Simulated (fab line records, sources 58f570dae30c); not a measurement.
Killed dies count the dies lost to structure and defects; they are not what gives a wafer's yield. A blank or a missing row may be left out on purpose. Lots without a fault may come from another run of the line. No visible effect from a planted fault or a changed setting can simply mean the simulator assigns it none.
fab line records	flow berkeley_cmos170
record: lots: 13	wafers: 39	last_day: 14
route steps=331 shown V1@254 M2@274
lots untouched by any fault: they come from a run of this same line in which no faults occurred
start_h: the number of hours between the record's first day and the start of the first shown wafer of the lot	wait_h: hours elapsed since this lot's preceding step	" the same as in the row above	L1.1+2: a row that stands for several wafers	- value missing, or start not given	* or withheld: withheld	< > ~ a bound
route shown NAME@n: NAME is a module with steps in the file, n the number in the route of the first one	usual: the fault-free wafers' mean and standard deviation	same: alike in all rows	chamber/n: place in a boat	sites: the reading at each site	_std_site: the standard deviation of these	_edge_site: inner sites' mean taken away from outer sites' mean	radius_mm: for every site, how far away it sits from the centre of the wafer	mask NAME#n: copy n	behind: the last tool/chamber to shape the wafer	hold: cause of the lot's hold/its duration in hours/its outcome	device: the n, p or np transistor that did not switch	end of line: the same wafers' tests at the end of the route	a step given without rows: its recipe and nothing more	killed: the dies lost at the first sort to structure and to defects; this is not the yield of the wafer	map: dies across one wafer; x = killed, . = not, _ = none there
set.NAME: the setting that was run; set.NAME@STEP: the one run at that earlier step	model.NAME: the simulator's own value behind a step, which no gauge read
one table for each step of the route and one row for each wafer, over a sample of lots
services: from which hour (start_h, from the record's first day; less than 0 if before it) a tool's chamber was out of use, for how many hours, and why
== steps ==
step: UCB170_V1_CVD_00
recipe: material: SiO2	target_thk_nm: 2000	temp_c: 390	precursor: TEOS/O2	time_s: 250	rf_w: 550	pressure_mtorr: 9000
usual: heater_power_w: 268/79
lot.wafer	tool	chamber	start_h	wait_h	heater_power_w
L177.1	pecvd-03	2	181.92	0.0	106
L177.3	"	1	"	"	297
L177.5	"	0	"	"	329
L178.2	pecvd-02	2	183.26	0.0	256
L178.3	"	1	"	"	182
L178.5	"	0	"	"	302
L181.1	pecvd-01	2	198.95	0.0	315
L181.4	"	1	"	"	242
L181.5	"	0	"	"	292
L184.2	pecvd-02	0	218.05	0.0	402
L184.4	"	2	"	"	191
L184.5	"	0	"	"	306
L185.1	pecvd-03	2	231.62	0.0	137
L185.2	"	1	"	"	343
L185.4	"	2	"	"	86
L188.1	pecvd-01	0	238.47	0.0	368
L188.2	"	1	"	"	293
L188.6	"	0	"	"	296
L187.1	pecvd-01	2	241.90	0.0	246
L187.2	"	1	"	"	282
L187.5	"	1	"	"	334
L189.4	pecvd-02	1	241.98	0.1	162
L189.5	"	0	"	"	300
L189.6	"	2	"	"	270
L191.1	pecvd-03	2	251.92	0.0	127
L191.4	"	2	"	"	85
L191.6	"	1	"	"	355
L194.1	pecvd-01	1	268.82	0.0	304
L194.2	"	0	"	"	400
L194.4	"	0	"	"	287
L195.1	pecvd-03	0	268.82	0.0	317
L195.3	"	2	"	"	102
L195.4	"	1	"	"	345
L199.3	pecvd-03	0	296.73	0.0	253
L199.4	"	1	"	"	359
L199.6	"	2	"	"	86
L200.2	pecvd-01	1	323.79	0.0	299
L200.4	"	2	"	"	302
L200.6	"	0	"	"	382
step: UCB170_V1_PEB_10
recipe: peb_temp_c: 130	peb_time_s: withheld	resist: KrF
usual: chill_plate_temp_C: 23.00/0.093	exhaust_pa: 45.1/0.9	plate_temp_C: 130.01/0.14	resist_line_temp_C: 23.00/0.11
lot.wafer	tool	chamber	start_h	wait_h	chill_plate_temp_C	exhaust_pa	plate_temp_C	resist_line_temp_C
L177.1	litho_track-01	0	183.54	0.1	23.10	44.8	130.06	22.94
L177.3	"	0	"	"	22.97	45.9	130.05	22.94
L177.5	"	0	"	"	23.00	44.4	130.02	23.03
L178.2	litho_track-01	0	185.34	0.7	23.11	44.6	130.13	23.03
L178.3	"	0	"	"	23.22	45.8	129.99	22.93
L178.5	"	0	"	"	23.06	47.4	130.11	23.15
L181.1	litho_track-03	0	200.41	0.1	22.99	44.5	130.00	23.08
L181.4	"	0	"	"	22.87	45.0	129.91	22.99
L181.5	"	0	"	"	22.93	44.7	130.02	23.06
L184.2	litho_track-03	0	220.61	0.1	23.13	44.6	129.65	22.86
L184.4	"	0	"	"	22.99	44.7	129.88	22.89
L184.5	"	0	"	"	22.94	44.5	129.96	22.99
L185.1	litho_track-02	0	233.15	0.1	23.18	45.8	129.81	23.12
L185.2	"	0	"	"	23.06	45.6	130.05	23.20
L185.4	"	0	"	"	23.05	44.8	129.76	23.02
L188.1	litho_track-02	0	240.67	0.5	22.90	45.2	130.12	23.20
L188.2	"	0	"	"	22.99	46.5	130.23	23.11
L188.6	"	0	"	"	23.08	45.1	130.00	23.26
L189.4	litho_track-02	0	243.78	0.1	23.14	44.1	129.95	22.91
L189.5	"	0	"	"	23.26	45.6	129.97	23.15
L189.6	"	0	"	"	23.08	46.2	129.73	22.92
L187.1	litho_track-03	0	243.95	0.1	23.00	46.3	130.29	22.89
L187.2	"	0	"	"	22.94	46.4	130.18	23.11
L187.5	"	0	"	"	22.92	45.2	130.03	23.06
L191.1	litho_track-03	0	253.80	0.2	22.83	44.8	129.98	23.11
L191.4	"	0	"	"	23.06	45.2	129.90	23.10
L191.6	"	0	"	"	22.90	45.3	129.83	22.94
L195.1	litho_track-01	-	270.70	0.4	-	-	-	-
L195.3	"	-	"	"	-	-	-	-
L195.4	"	-	"	"	-	-	-	-
L194.1	litho_track-02	0	271.10	0.3	22.99	45.2	130.02	22.98
L194.2	"	0	"	"	23.16	45.8	130.08	23.02
L194.4	"	0	"	"	23.11	45.6	129.92	23.10
L199.3	litho_track-01	0	298.35	0.1	23.03	45.9	130.08	22.92
L199.4	"	0	"	"	22.97	47.1	129.82	22.79
L199.6	"	0	"	"	23.03	46.8	129.75	22.82
L200.2	litho_track-01	0	325.27	0.1	23.13	45.2	129.81	22.77
L200.4	"	0	"	"	23.04	44.3	129.96	22.86
L200.6	"	0	"	"	23.04	45.4	129.88	22.95
step: UCB170_V1_CD_MEAS_90
recipe: target_cd_nm: 700
usual: cd_nm: 699.9/1.4
lot.wafer	tool	chamber	start_h	wait_h	cd_nm
L177.1	cd_sem-01	-	184.25	0.1	698.8
L177.3	"	-	"	"	698.8
L177.5	"	-	"	"	698.0
L178.2	cd_sem-01	-	186.05	0.1	700.4
L178.3	"	-	"	"	699.2
L178.5	"	-	"	"	699.8
L181.1	cd_sem-01	-	201.12	0.1	700.7
L181.4	"	-	"	"	700.7
L181.5	"	-	"	"	700.6
L184.2	cd_sem-01	-	221.31	0.1	701.0
L184.4	"	-	"	"	702.0
L184.5	"	-	"	"	701.7
L185.1	cd_sem-01	-	233.86	0.1	699.6
L185.2	"	-	"	"	701.1
L185.4	"	-	"	"	700.1
L188.1	cd_sem-02	-	241.38	0.1	699.3
L188.2	"	-	"	"	700.7
L188.6	"	-	"	"	699.3
L189.4	cd_sem-02	-	244.48	0.1	698.1
L189.5	"	-	"	"	700.4
L189.6	"	-	"	"	698.6
L187.1	cd_sem-01	-	244.66	0.1	698.6
L187.2	"	-	"	"	699.1
L187.5	"	-	"	"	696.8
L191.1	cd_sem-01	-	254.76	0.1	700.7
L191.4	"	-	"	"	702.1
L191.6	"	-	"	"	702.4
L195.1	cd_sem-01	-	271.97	0.5	-
L195.3	"	-	"	"	-
L195.4	"	-	"	"	-
L194.1	cd_sem-01	-	272.45	0.2	700.6
L194.2	"	-	"	"	701.7
L194.4	"	-	"	"	701.0
L199.3	cd_sem-02	-	299.05	0.1	700.2
L199.4	"	-	"	"	699.1
L199.6	"	-	"	"	698.9
L200.2	cd_sem-02	-	326.05	0.1	700.5
L200.4	"	-	"	"	701.2
L200.6	"	-	"	"	701.7
step: UCB170_M2_THK_MEAS_03
recipe: thk_meas_gauge: xrf	reads: Al_of_M2_SPUTTER_01
usual: M2_AL_THK: 862/9.7
lot.wafer	tool	chamber	start_h	wait_h	M2_AL_THK[nm]
L177.1	film_metro-02	-	184.64	0.1	871
L177.3	"	-	"	"	857
L177.5	"	-	"	"	853
L178.2	film_metro-03	-	186.43	0.1	877
L178.3	"	-	"	"	873
L178.5	"	-	"	"	877
L181.1	film_metro-04	-	201.51	0.1	855
L181.4	"	-	"	"	858
L181.5	"	-	"	"	858
L184.2	film_metro-04	-	221.69	0.1	863
L184.4	"	-	"	"	868
L184.5	"	-	"	"	869
L185.1	film_metro-03	-	234.25	0.1	865
L185.2	"	-	"	"	857
L185.4	"	-	"	"	867
L188.1	film_metro-03	-	241.77	0.1	873
L188.2	"	-	"	"	859
L188.6	"	-	"	"	873
L189.4	film_metro-02	-	244.84	0.1	878
L189.5	"	-	"	"	859
L189.6	"	-	"	"	879
L187.1	film_metro-04	-	245.05	0.1	861
L187.2	"	-	"	"	869
L187.5	"	-	"	"	856
L191.1	film_metro-02	-	255.15	0.1	851
L191.4	"	-	"	"	847
L191.6	"	-	"	"	850
L194.1	film_metro-03	-	272.84	0.1	843
L194.2	"	-	"	"	855
L194.4	"	-	"	"	858
L199.3	film_metro-03	-	299.42	0.1	875
L199.4	"	-	"	"	848
L199.6	"	-	"	"	869
L200.2	film_metro-02	-	326.43	0.1	871
L200.4	"	-	"	"	868
L200.6	"	-	"	"	874
== services ==
tool	chamber	start_h	hours	kind
pecvd-03	1	178.51	2.4	repair
pecvd-03	-	188.48	0.3	repair
pecvd-03	-	207.69	0.9	repair
pecvd-01	2	224.98	4.4	repair
pecvd-03	0	231.38	9.1	repair
pecvd-01	-	234.37	2.7	repair
pecvd-03	-	248.36	1.2	repair
== key ==
first_sign: step: UCB170_V1_PEB_10	reading: tool_record	direction: missing
effect none on later readings
met_at UCB170_V1_PEB_10
struck_lots L195
later_rows_left_out L195.1,L195.3,L195.4
sort_left_out L195.1,L195.3,L195.4
not_acting_at UCB170_V1_CVD_00,UCB170_V1_CD_MEAS_90,UCB170_M2_THK_MEAS_03
onset_between 185.34 270.70
fault: kind: skipped_step_whole	tool: litho_track-01	chamber: -	onset_h: 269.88	steps: UCB170_V1_PEB_10	scope: struck_lots_only
sort_left_out: the simulated sort isn't trusted on such a fault, so these wafers' sort isn't shown, and their yield isn't known
later_rows_left_out: the simulator's readings of these wafers behind a module that went badly wrong aren't trusted and aren't shown, but for the sort
